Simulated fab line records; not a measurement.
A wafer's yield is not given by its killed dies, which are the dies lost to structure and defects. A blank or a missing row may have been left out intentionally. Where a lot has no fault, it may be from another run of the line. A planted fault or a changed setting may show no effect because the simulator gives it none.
Matching of chambers + flow berkeley-cmos170 + UCB170_SPACER_CVD_00 on pecvd-03 has 3 sister chambers
The step deposits SiO2 from TEOS/O2, target thk 376 nm, time 47 s. 3 wafers are shown with their chamber, then 8 later ones without.

== WAFERS, EACH WITH ITS CHAMBER ==
| wafer  | chamber | heater-power-w (W) |
|--------|---------|--------------------|
| L169.1 | 2       | 237                |
| L169.3 | 1       | 285                |
| L178.3 | 0       | 228                |

== WAFERS WITHOUT THEIR CHAMBER ==
| wafer  | heater-power-w (W) |
|--------|--------------------|
| L178.4 | 283                |
| L178.6 | 238                |
| L180.2 | 258                |
| L180.4 | 221                |
| L180.5 | 289                |
| L183.1 | 286                |
| L183.2 | 234                |
| L183.6 | 209                |

== CHAMBER TAKEN BY EACH ==
| wafer  | from the rows above          | in truth                   |
|--------|------------------------------|----------------------------|
| L178.4 | 1                            | 1                          |
| L178.6 | can't be placed: 2 or 0      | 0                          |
| L180.2 | can't be placed: 2 or 1 or 0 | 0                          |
| L180.4 | can't be placed: 0 or 2      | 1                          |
| L180.5 | 1                            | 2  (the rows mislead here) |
| L183.1 | 1                            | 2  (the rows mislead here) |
| L183.2 | can't be placed: 2 or 0      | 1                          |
| L183.6 | can't be placed: 0 or 2      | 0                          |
Correctly placed: 1 of 8. Can't be placed from these rows: 5 (the true chamber is among the candidates in 3). Number placed wrongly: 2.
How it was worked out, from the rows above alone: a wafer's distance from a chamber is the root of the sum, over the readings, of the square of ((its reading less the chamber's mean) divided by the reading's scatter). If the next closest chamber is less than 2 further off than the closest, the wafer can't be placed; otherwise it belongs to the closest. For every chamber, the mean is computed from those of its wafers that are shown. The scatter: with one shown wafer a chamber, the root of the mean of the squares of how far each hidden wafer lies from its nearest shown one.
